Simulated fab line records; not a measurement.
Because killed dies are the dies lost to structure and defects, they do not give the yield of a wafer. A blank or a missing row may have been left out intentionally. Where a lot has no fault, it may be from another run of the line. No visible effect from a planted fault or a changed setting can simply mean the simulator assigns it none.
Which tool did it?	flow rit-cmos	42 wafers sampled from 14 lots at 1 step of a route of 202

WHAT THE GAUGES READ, wafer by wafer
The record lacks any reading of a measuring or inspecting step that a usual standard deviation could be used to judge.

WHAT TOOL EACH LOT RAN ON (gives the tool, then ch and the chambers of the sampled wafers, and finally the start)
lot	RIT_PSD_PEB_04
L392	litho-track-02 ch 0, day 3 15:38
L396	litho-track-04 ch 0, day 4 12:08
L397	litho-track-04 ch 0, day 4 16:01
L398	litho-track-01, day 4 23:26
L399	litho-track-02, day 5 00:27
L401	litho-track-02 ch 0, day 5 09:03
L402	litho-track-01 ch 0, day 5 13:47
L404	litho-track-01 ch 0, day 5 22:46
L407	litho-track-02 ch 0, day 6 14:43
L409	litho-track-01 ch 0, day 7 00:23
L410	litho-track-02 ch 0, day 7 01:53
L411	litho-track-04 ch 0, day 7 08:42
L413	litho-track-04 ch 0, day 7 22:28
L414	litho-track-01 ch 0, day 8 05:40
- RIT_PSD_PEB_04

AS READ BY THE TOOLS THEMSELVES (means over the sampled wafers that have a number; for cases with no such wafer, the mark the record gives instead)
RIT_PSD_PEB_04. Usual: 45.2 Pa for exhaust-pa, sd 0.85.
lot	tool	exhaust-pa (Pa)	flag
L392	litho-track-02	46.0	
L396	litho-track-04	45.5	
L397	litho-track-04	45.3	
L398	litho-track-01	-	OFF
L399	litho-track-02	-	OFF
L401	litho-track-02	45.2	
L402	litho-track-01	45.3	
L404	litho-track-01	46.1	
L407	litho-track-02	45.3	
L409	litho-track-01	44.2	
L410	litho-track-02	44.6	
L411	litho-track-04	44.6	
L413	litho-track-04	44.9	
L414	litho-track-01	45.6	

THE ANSWER, worked out from the rows above alone
Rule: a lot counts as off when the mean over its wafers that have a number is more than 3 standard deviations away from the usual mean. Also off: a lot with no number at a reading for which 4 or more lots have one. All remaining lots with rows at the step are treated as sound. After the gauges, taken in route order, come the tools' own readings; for these a lot's mean is taken, as printed above. At the first step where some lot is off, the reading lying furthest off is the one used; lots without a number count as furthest.
Off: L398, L399 (RIT_PSD_PEB_04, exhaust-pa). Without a number there: L398, L399.
A tool fits if, at that step or a process step before it, it ran every lot that is off, and no sound lot after the first of them. Of those tried, none fits.

WHAT WAS PUT IN BY THE SIMULATOR
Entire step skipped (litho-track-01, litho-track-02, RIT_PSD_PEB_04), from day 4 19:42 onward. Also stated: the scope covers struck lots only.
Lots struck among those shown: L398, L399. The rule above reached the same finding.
